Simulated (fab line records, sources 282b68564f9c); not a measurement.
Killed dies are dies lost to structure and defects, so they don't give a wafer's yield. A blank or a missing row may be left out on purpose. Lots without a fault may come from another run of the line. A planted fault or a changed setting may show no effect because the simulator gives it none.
A struck lot beside a sound one | flow rit_cmos | 14 steps out of a route of 202
Sound: wafers L728.3, L728.4, L728.6. Struck: wafers L738.2, L738.3, L738.6. The cause comes at the end.
At each step with rows: each side's tool, then ch and its chambers, then its first start. Under that, the readings that differ: sound wafers | struck wafers | difference of the means | sigmas: that difference in standard deviations of wafers without a fault.
alike: readings whose means differ by less than 2 such deviations, and words and numbers that are the same on both sides. not compared: withheld readings, readings that some wafer has no value for, bounds like >300 that may hide the same value, and numbers for which the record gives no deviation and whose values overlap.
The two part at a step that has a row with sigmas, a row that says differs or no value, or rows on one side only. Numbers that don't overlap but have no deviation are shown without sigmas and don't part them. A reading that every wafer of one side lacks parts them only if that side has two wafers or more.

first, 3 steps without rows for these wafers: RIT_NWELL_EXPOSE_03 (exposes mask M2, target cd 43900 nm); RIT_NWELL_PEB_04; RIT_NWELL_DEVELOP_05 (develop time 68 s).
RIT_NWELL_OVL_MEAS_06:
  sound on overlay-02, day 3 12:52; struck on overlay-01, day 5 14:35
  alike: NWELL_OVL
then, 2 steps without rows for these wafers: RIT_NWELL_HARDBAKE_07 (time 120 s); RIT_NWELL_IMPLANT_08.
RIT_NWELL_STRIP_09: strips in O2, time 180 s.
  sound on plasma_asher-03 ch 0,1, day 3 13:21; struck on plasma_asher-02 ch 0, day 5 15:01
  reading                     | sound       | struck      | difference | sigmas
  drypump_motor_current_A (A) | 4.9 6.2 4.9 | 6.7 6.7 6.7 | +1.4       | +2
  alike: chamber_pressure_mTorr
  not compared: rf_hours_counter_h
RIT_NWELL_TW_MEAS_10:
  sound on film_metro-04, day 3 13:29; struck on film_metro-01, day 5 15:12
  alike: NWELL_TW
then, 4 steps without rows for these wafers: RIT_PWELL_HMDS_00 (prime time 60 s); RIT_PWELL_COAT_01 (resist thk 1300 nm); RIT_PWELL_SOFTBAKE_02 (time 60 s); RIT_PWELL_EXPOSE_03 (exposes mask M3, target cd 43700 nm).
RIT_PWELL_PEB_04:
  sound on litho_track-02 ch 0, day 3 14:16; struck on litho_track-02, day 5 15:58
  reading         | sound          | struck | difference                    | sigmas
  exhaust_pa (Pa) | 44.9 43.6 44.3 | - - -  | no value on the struck wafers |
  not compared: chill_plate_temp_C
then, 1 step without rows for these wafers: RIT_PWELL_DEVELOP_05 (develop time 68 s).

WHERE THEY PART
First at RIT_NWELL_STRIP_09; last, within this record, at RIT_PWELL_PEB_04.

WHY: what the simulator had put in
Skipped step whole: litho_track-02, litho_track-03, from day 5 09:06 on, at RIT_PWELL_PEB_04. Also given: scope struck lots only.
